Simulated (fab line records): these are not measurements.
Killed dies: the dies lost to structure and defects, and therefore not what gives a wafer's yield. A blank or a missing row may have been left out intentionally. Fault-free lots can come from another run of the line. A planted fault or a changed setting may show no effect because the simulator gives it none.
fab line records ; flow ritCmos
record lots=6; wafers=18; lastDay=7
route steps=202 shown GATE@79 FOX2@80 M1@202
lots that met no fault: from a run of the same line without faults
startH: the number of hours between the record's first day and the start of the first shown wafer of the lot ; waitH: time in hours since the lot's previous step ; " same as the row above ; L1.1+2: several wafers, shown together as one row ; - no value, or no start given ; * or withheld: withheld ; < > ~ a bound
route shown NAME@n: a module of which the file shows steps, and the number in the route of the first ; usual: mean/standard deviation taken from wafers without a fault ; same: alike in all rows ; chamber/n: place in a boat ; sites: each site's reading ; _std_site: their standard deviation ; _edge_site: inner sites' mean taken away from outer sites' mean ; radiusMm: how far each site lies from the wafer's centre ; mask NAME#n: copy n ; behind: the tool/chamber that last shaped the wafer ; hold: cause of the lot's hold/its duration in hours/its outcome ; device: whichever transistor did not switch (one of n, p or np) ; end of line: at the end of the route, the tests of the same wafers ; a step given without rows: its recipe and nothing more ; killed: the dies lost at the first sort to structure and to defects; this is not the yield of the wafer ; map: per-die view of a wafer (x killed, . not killed, _ where there is no die)
set.NAME: the setting the step ran with; set.NAME@STEP: the setting that earlier step ran with ; model.NAME: the simulator's own value behind a step, which no gauge read
lots at selected steps of the route; one table per step, one row per wafer
services: the hour from which a tool's chamber was out of use, counted from the record's first day as startH (under 0 if before that day), plus the number of hours and why
## steps
# step RIT_GATE_CLEAN_04
# recipe chemistry=dHF; dilution=50:1; timeS=60; dry=n2Spin
# step RIT_FOX2_THK_MEAS_91
# recipe reads=SiO2_of_FOX2_OXIDATION_00
# usual FIELD_OXIDE_LEFT_2_THK=250/7.1
lot.wafer;tool;chamber;startH;waitH;FIELD_OXIDE_LEFT_2_THK[nm]
L584.1;filmMetro-04;-;41.61;0.0;247
L584.3;filmMetro-04;-;41.61;0.0;250
L584.6;filmMetro-04;-;41.61;0.0;250
L586.4;filmMetro-03;-;52.75;0.0;241
L586.5;filmMetro-03;-;52.75;0.0;249
L586.6;filmMetro-03;-;52.75;0.0;246
L587.2;filmMetro-02;-;57.20;0.0;247
L587.4;filmMetro-02;-;57.20;0.0;248
L587.6;filmMetro-02;-;57.20;0.0;246
L591.2;filmMetro-02;-;78.86;0.0;249
L591.4;filmMetro-02;-;78.86;0.0;242
L591.6;filmMetro-02;-;78.86;0.0;245
L599.1;filmMetro-03;-;119.36;0.0;261
L599.3;filmMetro-03;-;119.36;0.0;258
L599.5;filmMetro-03;-;119.36;0.0;255
L602.1;filmMetro-02;-;134.11;0.0;252
L602.3;filmMetro-02;-;134.11;0.0;248
L602.6;filmMetro-02;-;134.11;0.0;251
# step RIT_GATE_OXIDATION_05
# recipe tempC=900; ambient=O2; targetThkA=30; oxTimeS=270
# step RIT_GATE_ANNEAL_06
# recipe tempC=900; timeS=600; ambient=N2O
# step RIT_GATE_THK_MEAS_07
# recipe reads=SiO2_of_GATE_OXIDATION_05
# usual GATE_OXIDE_THK=3.00/0.068
lot.wafer;tool;chamber;startH;waitH;GATE_OXIDE_THK[nm]
L584.1;filmMetro-03;-;43.80;0.0;2.82
L584.3;filmMetro-03;-;43.80;0.0;2.84
L584.6;filmMetro-03;-;43.80;0.0;2.84
L586.4;filmMetro-02;-;54.44;0.0;2.95
L586.5;filmMetro-02;-;54.44;0.0;2.88
L586.6;filmMetro-02;-;54.44;0.0;2.98
L587.2;filmMetro-02;-;59.06;0.0;2.93
L587.4;filmMetro-02;-;59.06;0.0;3.03
L587.6;filmMetro-02;-;59.06;0.0;3.02
L591.2;filmMetro-02;-;80.25;0.0;2.97
L591.4;filmMetro-02;-;80.25;0.0;2.96
L591.6;filmMetro-02;-;80.25;0.0;2.97
L599.1;filmMetro-03;-;124.74;0.0;3.04
L599.3;filmMetro-03;-;124.74;0.0;3.02
L599.5;filmMetro-03;-;124.74;0.0;3.11
L602.1;filmMetro-04;-;135.49;0.0;3.02
L602.3;filmMetro-04;-;135.49;0.0;2.96
L602.6;filmMetro-04;-;135.49;0.0;3.02
# step RIT_GATE_CVD_08
# recipe material=poly-Si; targetThkNm=250; tempC=610; precursor=SiH4; timeS=2220; pressureMtorr=300; sih4FlowSccm=100
# step RIT_GATE_THK_MEAS_09
# recipe reads=poly-Si_of_GATE_CVD_08
# usual GATE_POLY_THK=249.5/2.2
lot.wafer;tool;chamber;startH;waitH;GATE_POLY_THK[nm]
L584.1;filmMetro-04;-;46.29;0.0;252.9
L584.3;filmMetro-04;-;46.29;0.0;249.8
L584.6;filmMetro-04;-;46.29;0.0;251.1
L586.4;filmMetro-03;-;56.92;0.0;251.2
L586.5;filmMetro-03;-;56.92;0.0;252.0
L586.6;filmMetro-03;-;56.92;0.0;252.7
L587.2;filmMetro-02;-;61.54;0.0;249.5
L587.4;filmMetro-02;-;61.54;0.0;250.4
L587.6;filmMetro-02;-;61.54;0.0;248.2
L591.2;filmMetro-04;-;81.92;0.0;249.3
L591.4;filmMetro-04;-;81.92;0.0;251.5
L591.6;filmMetro-04;-;81.92;0.0;246.9
L599.1;filmMetro-04;-;127.79;0.0;250.8
L599.3;filmMetro-04;-;127.79;0.0;248.6
L599.5;filmMetro-04;-;127.79;0.0;249.8
L602.1;filmMetro-03;-;137.98;0.0;248.9
L602.3;filmMetro-03;-;137.98;0.0;251.2
L602.6;filmMetro-03;-;137.98;0.0;250.6
# step RIT_GATE_HMDS_10
# recipe primeTimeS=60; primeTempC=140
# step RIT_GATE_COAT_11
# recipe resist=NOVOLAK; spinRpm=4250; resistThkNm=850
# step RIT_GATE_SOFTBAKE_12
# recipe resist=NOVOLAK; tempC=90; timeS=60
# step RIT_GATE_EXPOSE_13
# recipe maskId=M6; na=0.6; sourceShape=conventional; sigmaOuter=0.6; targetCdNm=150; doseMj=380
# step RIT_GATE_PEB_14
# recipe resist=NOVOLAK; tempC=withheld; timeS=withheld
# step RIT_GATE_DEVELOP_15
# recipe resist=NOVOLAK; developTimeS=50; devTempC=23
# usual chillPlateTempC=23.00/0.11; developerTempC=22.99/0.13
lot.wafer;tool;chamber;startH;waitH;chillPlateTempC;developerTempC
L584.1;lithoTrack-03;0;47;-;23.11;22.93
L584.3;lithoTrack-03;0;47;-;23.01;22.97
L584.6;lithoTrack-03;0;47;-;22.93;22.86
L586.4;lithoTrack-02;0;57;-;22.99;23.09
L586.5;lithoTrack-02;0;57;-;23.02;23.12
L586.6;lithoTrack-02;0;57;-;23.00;23.04
L587.2;lithoTrack-03;0;62;-;23.00;20.55
L587.4;lithoTrack-03;0;62;-;23.01;20.40
L587.6;lithoTrack-03;0;62;-;23.15;20.62
L591.2;lithoTrack-03;0;82;-;22.97;20.61
L591.4;lithoTrack-03;0;82;-;23.05;20.53
L591.6;lithoTrack-03;0;82;-;23.17;20.44
L599.1;lithoTrack-01;0;128;-;22.98;22.94
L599.3;lithoTrack-01;0;128;-;23.03;22.92
L599.5;lithoTrack-01;0;128;-;22.87;22.86
L602.1;lithoTrack-02;0;138;-;23.08;22.96
L602.3;lithoTrack-02;0;138;-;23.00;22.92
L602.6;lithoTrack-02;0;138;-;23.14;22.94
# step RIT_GATE_CD_MEAS_16
# recipe targetCdNm=150
# usual cdNm=149.4/2.2
lot.wafer;tool;chamber;startH;waitH;hold;cdNm
L584.1;cdSem-02;-;47.35;-;-;148.1
L584.3;cdSem-02;-;47.35;-;-;151.3
L584.6;cdSem-02;-;47.35;-;-;149.0
L586.4;cdSem-02;-;57.86;-;-;151.9
L586.5;cdSem-02;-;57.86;-;-;152.2
L586.6;cdSem-02;-;57.86;-;-;151.8
L587.2;cdSem-02;-;62.66;-;awaitDispo/0.2h/release;133.7
L587.4;cdSem-02;-;62.66;-;awaitDispo/0.2h/release;135.2
L587.6;cdSem-02;-;62.66;-;awaitDispo/0.2h/release;134.9
L587.2;cdSem-02;-;62.95;0.3;-;134.0
L587.4;cdSem-02;-;62.95;0.3;-;135.5
L587.6;cdSem-02;-;62.95;0.3;-;134.9
L591.2;cdSem-02;-;82.97;-;awaitDispo/0.2h/release;139.6
L591.4;cdSem-02;-;82.97;-;awaitDispo/0.2h/release;139.2
L591.6;cdSem-02;-;82.97;-;awaitDispo/0.2h/release;139.1
L591.2;cdSem-02;-;83.26;0.3;-;140.1
L591.4;cdSem-02;-;83.26;0.3;-;139.3
L591.6;cdSem-02;-;83.26;0.3;-;139.0
L599.1;cdSem-02;-;128.83;-;-;152.4
L599.3;cdSem-02;-;128.83;-;-;151.1
L599.5;cdSem-02;-;128.83;-;-;151.5
L602.1;cdSem-01;-;138.89;-;-;151.1
L602.3;cdSem-01;-;138.89;-;-;151.6
L602.6;cdSem-01;-;138.89;-;-;151.8
# step RIT_GATE_OVL_MEAS_17
# usual GATE_OVL=-0.2/1.5
lot.wafer;tool;chamber;startH;waitH;hold;GATE_OVL[nm]
L584.1;overlay-02;-;47.47;0.1;-;-1.6
L584.3;overlay-02;-;47.47;0.1;-;-0.8
L584.6;overlay-02;-;47.47;0.1;-;-0.8
L586.4;overlay-02;-;57.94;0.1;-;0.8
L586.5;overlay-02;-;57.94;0.1;-;-0.2
L586.6;overlay-02;-;57.94;0.1;-;0.9
L587.2;overlay-01;-;65.12;2.2;awaitDispo/2.0h/release;3.6
L587.4;overlay-01;-;65.12;2.2;awaitDispo/2.0h/release;2.7
L587.6;overlay-01;-;65.12;2.2;awaitDispo/2.0h/release;3.2
L591.2;overlay-01;-;88.05;4.8;awaitDispo/4.7h/release;0.2
L591.4;overlay-01;-;88.05;4.8;awaitDispo/4.7h/release;1.3
L591.6;overlay-01;-;88.05;4.8;awaitDispo/4.7h/release;0.8
L599.1;overlay-01;-;128.95;0.1;-;0.9
L599.3;overlay-01;-;128.95;0.1;-;0.0
L599.5;overlay-01;-;128.95;0.1;-;-0.3
L602.1;overlay-01;-;139.01;0.1;-;-0.3
L602.3;overlay-01;-;139.01;0.1;-;1.9
L602.6;overlay-01;-;139.01;0.1;-;1.0
# step RIT_GATE_HARDBAKE_18
# recipe resist=NOVOLAK; tempC=140; timeS=60
# step RIT_GATE_ETCH_19
# recipe chemistry=SF6/CHF3/O2; timeS=165; SF6_flow_sccm=30; CHF3_flow_sccm=30; O2_flow_sccm=5; target=poly-Si; pressureMtorr=40; rfW=160; targetDepthA=3125; overEtchFrac=0.25; stopOn=SiO2
# usual CHF3_flow_sccm=30.00/0.087; O2_flow_sccm=4.998/0.015; chamberPressureMTorr=40.00/0.039; drypumpMotorCurrentA=5.7/0.56; heBacksideLeakSccm=2.68/0.14; oesProductAu=0.849/0.015; throttleValvePct=10.26/0.13
# same timeS=165
lot.wafer;tool;chamber;startH;waitH;CHF3_flow_sccm;O2_flow_sccm;chamberPressureMTorr;drypumpMotorCurrentA;heBacksideLeakSccm;oesProductAu;rfHoursCounterH;throttleValvePct;model.GATE.cdNm
L584.1;rieSi-01;3;47.66;0.1;29.99;4.992;40.06;5.8;2.93;0.858;78;10.36;148.4
L584.3;rieSi-01;2;47.66;0.1;29.94;4.992;39.96;5.1;2.57;0.868;2;10.34;151.4
L584.6;rieSi-01;3;47.66;0.1;30.09;4.995;40.03;5.8;2.80;0.850;-;10.36;149.2
L586.4;rieSi-01;1;58.11;0.1;30.07;5.004;39.98;6.4;2.71;0.833;55;10.15;152
L586.5;rieSi-01;3;58.11;0.1;29.93;4.990;40.04;5.8;2.80;0.857;-;10.36;152.2
L586.6;rieSi-01;0;58.11;0.1;30.02;4.999;39.99;5.8;2.51;0.855;-;10.25;151.8
L587.2;rieSi-02;1;65.40;0.1;29.95;4.998;40.01;5.9;2.59;0.849;62;10.33;133.7
L587.4;rieSi-02;0;65.40;0.1;29.97;5.001;39.94;6.2;2.84;0.843;1;10.42;135.5
L587.6;rieSi-02;0;65.40;0.1;30.06;5.005;40.03;6.3;2.69;0.844;-;10.42;134.8
L591.2;rieSi-02;2;88.23;0.1;29.98;4.997;39.96;4.6;2.66;0.867;51;10.28;139.8
L591.4;rieSi-02;3;88.23;0.1;29.99;5.024;39.97;5.2;2.72;0.851;113;10.03;138.9
L591.6;rieSi-02;1;88.23;0.1;29.93;4.985;40.06;5.9;2.59;0.852;-;10.33;139.1
L599.1;rieSi-02;0;129.13;0.1;30.01;4.987;40.02;6.3;2.78;0.843;1;10.43;152.2
L599.3;rieSi-02;3;129.13;0.1;30.00;4.980;39.99;5.2;2.78;0.845;113;10.01;151.1
L599.5;rieSi-02;3;129.13;0.1;30.00;4.990;40.02;5.2;3.00;0.844;-;10.01;151.7
L602.1;rieSi-01;1;139.19;0.1;29.94;4.996;40.04;6.4;2.35;0.823;56;10.14;151.2
L602.3;rieSi-01;3;139.19;0.1;29.81;4.994;39.98;5.8;2.69;0.852;79;10.37;151.7
L602.6;rieSi-01;0;139.19;0.1;29.98;5.038;39.93;5.8;2.48;0.853;-;10.25;151.9
# step RIT_GATE_STRIP_20
# recipe chemistry=O2; timeS=180; resist=NOVOLAK; platenTempC=withheld; powerW=500; pressureMtorr=4000; o2FlowSccm=4000
# usual chamberPressureMTorr=4000/3.8; drypumpMotorCurrentA=5.7/0.43
# same timeS=180
lot.wafer;tool;chamber;startH;waitH;chamberPressureMTorr;drypumpMotorCurrentA;rfHoursCounterH
L584.1;plasmaAsher-03;0;47.76;0.1;4002;5.1;42
L584.3;plasmaAsher-03;0;47.76;0.1;3997;5.1;-
L584.6;plasmaAsher-03;1;47.76;0.1;3997;6.1;-
L586.4;plasmaAsher-03;1;58.27;0.1;4000;6.1;-
L586.5;plasmaAsher-03;1;58.27;0.1;4002;6.1;-
L586.6;plasmaAsher-03;0;58.27;0.1;4006;5.1;-
L587.2;plasmaAsher-03;1;65.51;0.1;4004;6.1;43
L587.4;plasmaAsher-03;0;65.51;0.1;3999;5.1;-
L587.6;plasmaAsher-03;1;65.51;0.1;4001;6.1;-
L591.2;plasmaAsher-02;0;88.34;0.1;4000;6.1;28
L591.4;plasmaAsher-02;0;88.34;0.1;4001;6.1;-
L591.6;plasmaAsher-02;1;88.34;0.1;4003;5.1;-
L599.1;plasmaAsher-03;0;129.24;0.1;4001;5.1;50
L599.3;plasmaAsher-03;0;129.24;0.1;4002;5.2;-
L599.5;plasmaAsher-03;1;129.24;0.1;4002;6.1;-
L602.1;plasmaAsher-01;0;139.30;0.1;4003;5.6;50
L602.3;plasmaAsher-01;0;139.30;0.1;3997;5.6;-
L602.6;plasmaAsher-01;1;139.30;0.1;4000;5.9;-
# step RIT_M1_PROBE_99
# usual killedAtFrontEnd=7/3; killedDies=7/3.1; killedOpen=3.3/2.1; killedShort=3.3/2
# same grossDies=264; killed_at_M0_to_M3=0; killed_at_M4_up=0; killedAtBackSide=0; killedAtContacts=0; killedAtOther=0
lot.wafer;tool;chamber;startH;waitH;killedAtFrontEnd;killedDies;killedOpen;killedShort
L584.1;prober-02;-;67.64;0.1;4;4;2;2
L584.3;prober-02;-;67.74;0.2;5;5;3;2
L584.6;prober-02;-;67.89;0.2;9;9;4;5
L586.4;prober-02;-;78.30;0.2;11;11;3;8
L586.5;prober-02;-;78.35;0.2;5;5;2;3
L586.6;prober-02;-;78.40;0.2;5;5;2;3
L587.2;prober-01;-;89.73;0.1;11;11;3;7
L587.4;prober-01;-;89.83;0.2;4;4;1;3
L587.6;prober-01;-;89.93;0.2;7;7;2;4
L591.2;prober-01;-;119.80;0.1;8;8;3;4
L591.4;prober-01;-;119.90;0.2;7;7;2;5
L591.6;prober-01;-;120.00;0.2;8;8;4;4
L599.1;prober-01;-;148.64;0.1;3;3;2;1
L599.3;prober-01;-;148.74;0.2;4;4;2;2
L599.5;prober-01;-;148.84;0.2;6;6;4;2
L602.1;prober-02;-;165.05;0.1;7;7;3;4
L602.3;prober-02;-;165.15;0.2;5;5;2;3
L602.6;prober-02;-;165.30;0.2;2;2;1;1
# killed by level:class
L584.1 GATE:geometricParticle:short=2 GATE:geometricParticle:open=1 REOX:geometricParticle:open=1
L584.3 GATE:geometricParticle:open=2 FOX1:geometricParticle:short=1 REOX:geometricParticle:open=1 REOX:geometricParticle:short=1
L584.6 GATE:geometricParticle:open=3 GATE:geometricParticle:short=2 REOX:geometricParticle:short=2 FOX1:geometricParticle:short=1 SILICIDE:geometricParticle:open=1
L586.4 GATE:geometricParticle:short=4 FOX1:geometricParticle:short=2 FOX2:geometricParticle:open=1 REOX:geometricParticle:open=1 REOX:geometricParticle:short=1 SPACER:geometricParticle:open=1 SPACER:geometricParticle:short=1
L586.5 GATE:geometricParticle:open=2 REOX:geometricParticle:short=2 GATE:geometricParticle:short=1
L586.6 GATE:geometricParticle:short=2 REOX:geometricParticle:open=2 SPACER:geometricParticle:short=1
L587.2 FOX1:geometricParticle:short=3 GATE:geometricParticle:short=3 GATE:geometricParticle:open=2 SPACER:geometricParticle:short=1 SILICIDE:geometricParticle:open=1 GATE:areaDevelop=1
L587.4 FOX1:geometricParticle:short=1 GATE:geometricParticle:short=1 GATE:geometricParticle:open=1 REOX:geometricParticle:short=1
L587.6 GATE:geometricParticle:open=2 SILICIDE:geometricParticle:short=2 GATE:geometricParticle:short=1 SPACER:geometricParticle:short=1 GATE:areaDevelop=1
L591.2 FOX1:geometricParticle:open=2 SPACER:geometricParticle:short=2 FOX1:geometricParticle:short=1 GATE:geometricParticle:open=1 GATE:geometricParticle:short=1 GATE:areaDevelop=1
L591.4 FOX1:geometricParticle:short=3 REOX:geometricParticle:open=1 SPACER:geometricParticle:short=1 SPACER:geometricParticle:open=1 SILICIDE:geometricParticle:short=1
L591.6 GATE:geometricParticle:open=3 FOX1:geometricParticle:short=1 FOX1:geometricParticle:open=1 FOX2:geometricParticle:short=1 SPACER:geometricParticle:short=1 SILICIDE:geometricParticle:short=1
L599.1 FOX1:geometricParticle:open=1 SPACER:geometricParticle:open=1 SILICIDE:geometricParticle:short=1
L599.3 GATE:geometricParticle:open=2 REOX:geometricParticle:short=1 SILICIDE:geometricParticle:short=1
L599.5 SPACER:geometricParticle:open=2 FOX1:geometricParticle:open=1 FOX2:geometricParticle:short=1 GATE:geometricParticle:open=1 GATE:geometricParticle:short=1
L602.1 REOX:geometricParticle:short=3 GATE:geometricParticle:open=2 GATE:geometricParticle:short=1 REOX:geometricParticle:open=1
L602.3 REOX:geometricParticle:short=2 FOX1:geometricParticle:open=1 FOX2:geometricParticle:open=1 GATE:geometricParticle:short=1
L602.6 GATE:geometricParticle:short=1 GATE:geometricParticle:open=1
## services
tool;chamber;startH;hours;kind
plasmaAsher-02;-;25.15;1.0;repair
rieSi-01;1;84.88;1.0;repair
plasmaAsher-03;-;86.78;4.0;pm
## key
firstSign step=RIT_GATE_DEVELOP_15; reading=developerTempC; direction=down; sigmas=20; usual=*; struck=*
effect step=RIT_GATE_CD_MEAS_16; reading=visit; direction=added; through=controlLoop
effect step=RIT_GATE_CD_MEAS_16; reading=cdNm; direction=down; sigmas=5.6; usual=149.4; struck=137.0; through=controlLoop
modelEffect step=RIT_GATE_ETCH_19; value=GATE.cdNm; without=149.7; struck=137
metAt RIT_GATE_DEVELOP_15
struckWafers L587.2,L587.4,L587.6,L591.2,L591.4,L591.6
testerLeftOut L587,L591
loopTrim step=RIT_GATE_EXPOSE_13; setting=dose; lots=L591
onsetBetween 47 62
fault kind=processParameterDrift; tool=lithoTrack-03; chamber=-; onsetH=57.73; steps=RIT_GATE_DEVELOP_15; channel=devTempC; offset=*; shape=step; endH=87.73; actsIn=*; stated=*
# testerLeftOut: of these lots the tester's yield and bins aren't shown, on N5 and GAA mostly nor the transistor test; their killed dies are dies lost to structure and defects alone, not to doping, threshold or leakage, so they don't give the yield
# loopTrim: a control loop set the setting to another value than it would have without faults
